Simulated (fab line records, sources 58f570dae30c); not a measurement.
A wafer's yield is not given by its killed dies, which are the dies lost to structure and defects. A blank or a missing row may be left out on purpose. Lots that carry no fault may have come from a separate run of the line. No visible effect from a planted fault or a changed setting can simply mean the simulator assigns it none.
Which of the tools did it? / flow berkeley cmos170 / Sampling: 14 lots, 42 wafers, 6 of 331 route steps

WHAT EACH GAUGE READ, for each wafer
UCB170_M2_CD_MEAS_15 targets a cd of 700 nm.
lot=L584; measured=day 8 06:01; on=cd sem-02; cd nm (nm)=698.6 699.9 698.3
lot=L587; measured=day 8 10:44; on=cd sem-02; cd nm (nm)=696.9 697.3 698.3
lot=L586; measured=day 8 11:00; on=cd sem-01; cd nm (nm)=702.1 702.5 701.3
lot=L588; measured=day 8 11:14; on=cd sem-01; cd nm (nm)=701.1 700.0 698.3
lot=L590; measured=day 9 01:02; on=cd sem-02; cd nm (nm)=698.0 697.3 697.6
lot=L591; measured=day 9 01:31; on=cd sem-02; cd nm (nm)=697.4 697.7 698.1
lot=L596; measured=day 10 06:58; on=cd sem-01; cd nm (nm)=698.8 697.1 698.2
lot=L595; measured=day 10 08:02; on=cd sem-01; cd nm (nm)=699.6 699.5 700.2
lot=L598; measured=day 11 01:23; on=cd sem-02; cd nm (nm)=701.9 702.8 703.4
lot=L599; measured=day 11 17:23; on=cd sem-01; cd nm (nm)=701.0 700.6 700.9
lot=L601; measured=day 11 18:21; on=cd sem-01; cd nm (nm)=698.5 698.4 698.1
lot=L602; measured=day 12 06:26; on=cd sem-02; cd nm (nm)=700.2 699.6 701.4
lot=L606; measured=day 12 17:23; on=cd sem-01; cd nm (nm)=697.1 697.5 697.7
lot=L605; measured=day 12 18:04; on=cd sem-02; cd nm (nm)=698.3 699.4 699.2

UCB170_M2_CD_MEAS_90 targets a cd of 700 nm.
lot=L584; measured=day 8 06:29; on=cd sem-02; cd nm (nm)=699.9 700.4 701.1
lot=L587; measured=day 8 11:14; on=cd sem-02; cd nm (nm)=697.6 692.3 695.4
lot=L586; measured=day 8 11:29; on=cd sem-02; cd nm (nm)=700.9 700.6 701.0
lot=L588; measured=day 8 11:44; on=cd sem-01; cd nm (nm)=697.3 695.4 696.6
lot=L590; measured=day 9 01:31; on=cd sem-01; cd nm (nm)=697.8 693.2 697.8
lot=L591; measured=day 9 02:01; on=cd sem-02; cd nm (nm)=696.7 697.6 698.4
lot=L596; measured=day 10 07:29; on=cd sem-01; cd nm (nm)=698.4 693.8 698.2
lot=L595; measured=day 10 08:31; on=cd sem-02; cd nm (nm)=703.0 703.7 700.6
lot=L598; measured=day 11 01:52; on=cd sem-02; cd nm (nm)=727.6 728.2 726.1
lot=L599; measured=day 11 18:03; on=cd sem-02; cd nm (nm)=721.8 724.4 724.2
lot=L601; measured=day 11 18:50; on=cd sem-02; cd nm (nm)=696.0 694.1 694.2
lot=L602; measured=day 12 06:55; on=cd sem-02; cd nm (nm)=698.3 696.9 698.0
lot=L606; measured=day 12 17:52; on=cd sem-01; cd nm (nm)=694.5 694.9 695.1
lot=L605; measured=day 12 18:33; on=cd sem-01; cd nm (nm)=698.4 699.4 701.2

UCB170_V2_OVL_MEAS_13.
lot=L584; measured=day 8 08:40; on=overlay-01; V2_OVL (nm)=3 -7 3
lot=L587; measured=day 8 13:11; on=overlay-02; V2_OVL (nm)=3 -1 2
lot=L586; measured=day 8 13:34; on=overlay-01; V2_OVL (nm)=4 -2 3
lot=L588; measured=day 8 13:48; on=overlay-02; V2_OVL (nm)=4 7 2
lot=L590; measured=day 9 03:30; on=overlay-01; V2_OVL (nm)=1 8 -1
lot=L591; measured=day 9 04:17; on=overlay-02; V2_OVL (nm)=-2 3 2
lot=L596; measured=day 10 09:50; on=overlay-02; V2_OVL (nm)=-9 -12 -8
lot=L595; measured=day 10 10:51; on=overlay-01; V2_OVL (nm)=-1 6 4
lot=L601; measured=day 11 21:18; on=overlay-02; V2_OVL (nm)=-3 -2 5
lot=L602; measured=day 12 09:30; on=overlay-02; V2_OVL (nm)=-6 -3 -4
lot=L606; measured=day 12 20:22; on=overlay-02; V2_OVL (nm)=-4 -1 -2
lot=L605; measured=day 12 21:29; on=overlay-02; V2_OVL (nm)=-10 3 -6

EACH LOT AND THE TOOL THAT RAN IT (in order: tool; ch and the chambers of the sampled wafers; start)
lot=L584; UCB170_M2_SPUTTER_01=pvd sputter-04, day 8 04:02; UCB170_M2_METAL_ETCH_18=rie metal-04 ch 0, day 8 06:11; UCB170_M2_STRIP_19=plasma asher-02 ch 0, day 8 06:22
lot=L587; UCB170_M2_SPUTTER_01=pvd sputter-02, day 8 08:44; UCB170_M2_METAL_ETCH_18=rie metal-04 ch 0,1, day 8 10:56; UCB170_M2_STRIP_19=plasma asher-03 ch 0,1, day 8 11:07
lot=L586; UCB170_M2_SPUTTER_01=pvd sputter-03, day 8 08:53; UCB170_M2_METAL_ETCH_18=rie metal-01 ch 0,1, day 8 11:11; UCB170_M2_STRIP_19=plasma asher-01 ch 0,1, day 8 11:22
lot=L588; UCB170_M2_SPUTTER_01=pvd sputter-04, day 8 09:02; UCB170_M2_METAL_ETCH_18=rie metal-02 ch 1, day 8 11:25; UCB170_M2_STRIP_19=plasma asher-02 ch 1, day 8 11:37
lot=L590; UCB170_M2_SPUTTER_01=pvd sputter-02, day 8 22:13; UCB170_M2_METAL_ETCH_18=rie metal-02 ch 0,1, day 9 01:13; UCB170_M2_STRIP_19=plasma asher-02 ch 0,1, day 9 01:23
lot=L591; UCB170_M2_SPUTTER_01=pvd sputter-03, day 8 22:38; UCB170_M2_METAL_ETCH_18=rie metal-04 ch 0,1, day 9 01:43; UCB170_M2_STRIP_19=plasma asher-01 ch 0,1, day 9 01:55
lot=L596; UCB170_M2_SPUTTER_01=pvd sputter-02, day 10 05:01; UCB170_M2_METAL_ETCH_18=rie metal-01 ch 1, day 10 07:11; UCB170_M2_STRIP_19=plasma asher-02 ch 0,1, day 10 07:23
lot=L595; UCB170_M2_SPUTTER_01=pvd sputter-04, day 10 05:35; UCB170_M2_METAL_ETCH_18=rie metal-02 ch 0,1, day 10 08:14; UCB170_M2_STRIP_19=plasma asher-01 ch 0,1, day 10 08:23
lot=L598; UCB170_M2_SPUTTER_01=pvd sputter-04, day 10 23:00; UCB170_M2_METAL_ETCH_18=rie metal-04 ch 0, day 11 01:35; UCB170_M2_STRIP_19=plasma asher-02 ch 0,1, day 11 01:46
lot=L599; UCB170_M2_SPUTTER_01=pvd sputter-04, day 11 14:38; UCB170_M2_METAL_ETCH_18=rie metal-04 ch 0, day 11 17:35; UCB170_M2_STRIP_19=plasma asher-01 ch 0,1, day 11 17:57
lot=L601; UCB170_M2_SPUTTER_01=pvd sputter-03, day 11 15:18; UCB170_M2_METAL_ETCH_18=rie metal-01 ch 0,1, day 11 18:32; UCB170_M2_STRIP_19=plasma asher-02 ch 0,1, day 11 18:43
lot=L602; UCB170_M2_SPUTTER_01=pvd sputter-03, day 12 03:05; UCB170_M2_METAL_ETCH_18=rie metal-01 ch 0,1, day 12 06:37; UCB170_M2_STRIP_19=plasma asher-01 ch 0,1, day 12 06:49
lot=L606; UCB170_M2_SPUTTER_01=pvd sputter-03, day 12 15:10; UCB170_M2_METAL_ETCH_18=rie metal-01 ch 1, day 12 17:35; UCB170_M2_STRIP_19=plasma asher-01 ch 0,1, day 12 17:46
lot=L605; UCB170_M2_SPUTTER_01=pvd sputter-04, day 12 15:40; UCB170_M2_METAL_ETCH_18=rie metal-02 ch 0,1, day 12 18:17; UCB170_M2_STRIP_19=plasma asher-01 ch 0,1, day 12 18:27
- UCB170_M2_SPUTTER_01: material Al, target thk 900 nm, time 120 s.
- UCB170_M2_METAL_ETCH_18: etches Al in Cl2/BCl3, stops on SiO2, target depth 1170 nm, time 195 s.
- UCB170_M2_STRIP_19: strips in O2.

AS READ BY THE TOOLS THEMSELVES (means over the sampled wafers that have a number; for cases with no such wafer, the mark the record gives instead)
UCB170_M2_SPUTTER_01.
lot=L584; tool=pvd sputter-04; throttle valve pct (%)=30.4
lot=L587; tool=pvd sputter-02; throttle valve pct (%)=29.8
lot=L586; tool=pvd sputter-03; throttle valve pct (%)=31.0
lot=L588; tool=pvd sputter-04; throttle valve pct (%)=30.3
lot=L590; tool=pvd sputter-02; throttle valve pct (%)=29.7
lot=L591; tool=pvd sputter-03; throttle valve pct (%)=30.9
lot=L596; tool=pvd sputter-02; throttle valve pct (%)=30.8
lot=L595; tool=pvd sputter-04; throttle valve pct (%)=30.0
lot=L598; tool=pvd sputter-04; throttle valve pct (%)=30.4
lot=L599; tool=pvd sputter-04; throttle valve pct (%)=30.1
lot=L601; tool=pvd sputter-03; throttle valve pct (%)=30.8
lot=L602; tool=pvd sputter-03; throttle valve pct (%)=31.3
lot=L606; tool=pvd sputter-03; throttle valve pct (%)=31.4
lot=L605; tool=pvd sputter-04; throttle valve pct (%)=30.2

UCB170_M2_METAL_ETCH_18.
lot=L584; tool=rie metal-04; chamber pressure mTorr (mTorr)=12.001; drypump motor current A (A)=5.8; oes product au (a.u.)=0.880; throttle valve pct (%)=24.8
lot=L587; tool=rie metal-04; chamber pressure mTorr (mTorr)=12.005; drypump motor current A (A)=5.8; oes product au (a.u.)=0.871; throttle valve pct (%)=24.6
lot=L586; tool=rie metal-01; chamber pressure mTorr (mTorr)=12.019; drypump motor current A (A)=5.8; oes product au (a.u.)=0.837; throttle valve pct (%)=24.4
lot=L588; tool=rie metal-02; chamber pressure mTorr (mTorr)=11.995; drypump motor current A (A)=6.4; oes product au (a.u.)=0.830; throttle valve pct (%)=24.7
lot=L590; tool=rie metal-02; chamber pressure mTorr (mTorr)=12.004; drypump motor current A (A)=5.8; oes product au (a.u.)=0.840; throttle valve pct (%)=24.2
lot=L591; tool=rie metal-04; chamber pressure mTorr (mTorr)=11.991; drypump motor current A (A)=5.8; oes product au (a.u.)=0.864; throttle valve pct (%)=24.3
lot=L596; tool=rie metal-01; chamber pressure mTorr (mTorr)=11.998; drypump motor current A (A)=5.9; oes product au (a.u.)=0.837; throttle valve pct (%)=24.3
lot=L595; tool=rie metal-02; chamber pressure mTorr (mTorr)=12.007; drypump motor current A (A)=5.8; oes product au (a.u.)=0.847; throttle valve pct (%)=24.2
lot=L598; tool=rie metal-04; chamber pressure mTorr (mTorr)=11.996; drypump motor current A (A)=5.7; oes product au (a.u.)=0.737; throttle valve pct (%)=24.9
lot=L599; tool=rie metal-04; chamber pressure mTorr (mTorr)=12.003; drypump motor current A (A)=5.7; oes product au (a.u.)=0.743; throttle valve pct (%)=24.9
lot=L601; tool=rie metal-01; chamber pressure mTorr (mTorr)=12.003; drypump motor current A (A)=5.6; oes product au (a.u.)=0.838; throttle valve pct (%)=24.6
lot=L602; tool=rie metal-01; chamber pressure mTorr (mTorr)=12.000; drypump motor current A (A)=5.6; oes product au (a.u.)=0.851; throttle valve pct (%)=24.6
lot=L606; tool=rie metal-01; chamber pressure mTorr (mTorr)=11.995; drypump motor current A (A)=5.9; oes product au (a.u.)=0.832; throttle valve pct (%)=24.3
lot=L605; tool=rie metal-02; chamber pressure mTorr (mTorr)=11.995; drypump motor current A (A)=6.1; oes product au (a.u.)=0.829; throttle valve pct (%)=24.5

UCB170_M2_STRIP_19.
lot=L584; tool=plasma asher-02; chamber pressure mTorr (mTorr)=3501; drypump motor current A (A)=5.1; oes product au (a.u.)=0.527
lot=L587; tool=plasma asher-03; chamber pressure mTorr (mTorr)=3501; drypump motor current A (A)=5.4; oes product au (a.u.)=0.526
lot=L586; tool=plasma asher-01; chamber pressure mTorr (mTorr)=3499; drypump motor current A (A)=6.1; oes product au (a.u.)=0.537
lot=L588; tool=plasma asher-02; chamber pressure mTorr (mTorr)=3503; drypump motor current A (A)=5.3; oes product au (a.u.)=0.531
lot=L590; tool=plasma asher-02; chamber pressure mTorr (mTorr)=3498; drypump motor current A (A)=5.1; oes product au (a.u.)=0.531
lot=L591; tool=plasma asher-01; chamber pressure mTorr (mTorr)=3505; drypump motor current A (A)=6.1; oes product au (a.u.)=0.539
lot=L596; tool=plasma asher-02; chamber pressure mTorr (mTorr)=3499; drypump motor current A (A)=5.2; oes product au (a.u.)=0.520
lot=L595; tool=plasma asher-01; chamber pressure mTorr (mTorr)=3503; drypump motor current A (A)=6.1; oes product au (a.u.)=0.540
lot=L598; tool=plasma asher-02; chamber pressure mTorr (mTorr)=3501; drypump motor current A (A)=5.2; oes product au (a.u.)=0.720
lot=L599; tool=plasma asher-01; chamber pressure mTorr (mTorr)=3502; drypump motor current A (A)=6.1; oes product au (a.u.)=0.717
lot=L601; tool=plasma asher-02; chamber pressure mTorr (mTorr)=3501; drypump motor current A (A)=5.2; oes product au (a.u.)=0.546
lot=L602; tool=plasma asher-01; chamber pressure mTorr (mTorr)=3503; drypump motor current A (A)=6.1; oes product au (a.u.)=0.529
lot=L606; tool=plasma asher-01; chamber pressure mTorr (mTorr)=3500; drypump motor current A (A)=6.1; oes product au (a.u.)=0.521
lot=L605; tool=plasma asher-01; chamber pressure mTorr (mTorr)=3498; drypump motor current A (A)=6.1; oes product au (a.u.)=0.531

THE ANSWER, worked out from the rows above alone
Rule: usual is defined by the lots themselves. The widest of any qualifying gaps counts: lots, ordered by their means at a reading, are off when they make up no more than a third of the lots, leave a main group of 4 or more, and stand apart from it by 3 or more times the standard deviation of that group's means. The tables above print the reading to a certain number of digits; a main group whose means all agree to those digits is not used. Also off: a lot with no number at a reading for which 4 or more lots have one. Any other lot the step has rows for is counted as sound. After the gauges, taken in route order, come the tools' own readings; for these a lot's mean is taken, as printed above. At the first step where some lot is off, the reading lying furthest off is the one used; lots without a number count as furthest.
Off at UCB170_M2_CD_MEAS_90 (cd nm): L598, L599. Main group: mean 697.7 nm, sd 2.4.
If a tool, at a process step before that reading, ran all the lots that are off and no sound lot after the first of them, it fits. Not tried: the gauges at UCB170_M2_CD_MEAS_90; whatever is off there is also off at UCB170_M2_METAL_ETCH_18, on other tools, and gauge error can't account for it. One candidate fits, namely rie metal-04 at UCB170_M2_METAL_ETCH_18. A fault onset in the window from L591 (day 9 01:43, its last sound lot) to L598 (day 11 01:35, its first lot off) fits.
On the lots that are off, the tool's own readings at UCB170_M2_METAL_ETCH_18 differ by more than 5 times the standard deviation of the sound lots' means, which bears it out; oes product au reads 0.740 a.u. there versus 0.846 a.u. on the sound lots.

WHAT THE SIMULATOR HAD INSERTED
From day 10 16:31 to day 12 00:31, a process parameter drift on rie metal-04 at UCB170_M2_METAL_ETCH_18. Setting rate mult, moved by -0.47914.
Shown lots that were struck: L598, L599. The same result came from the rule above.
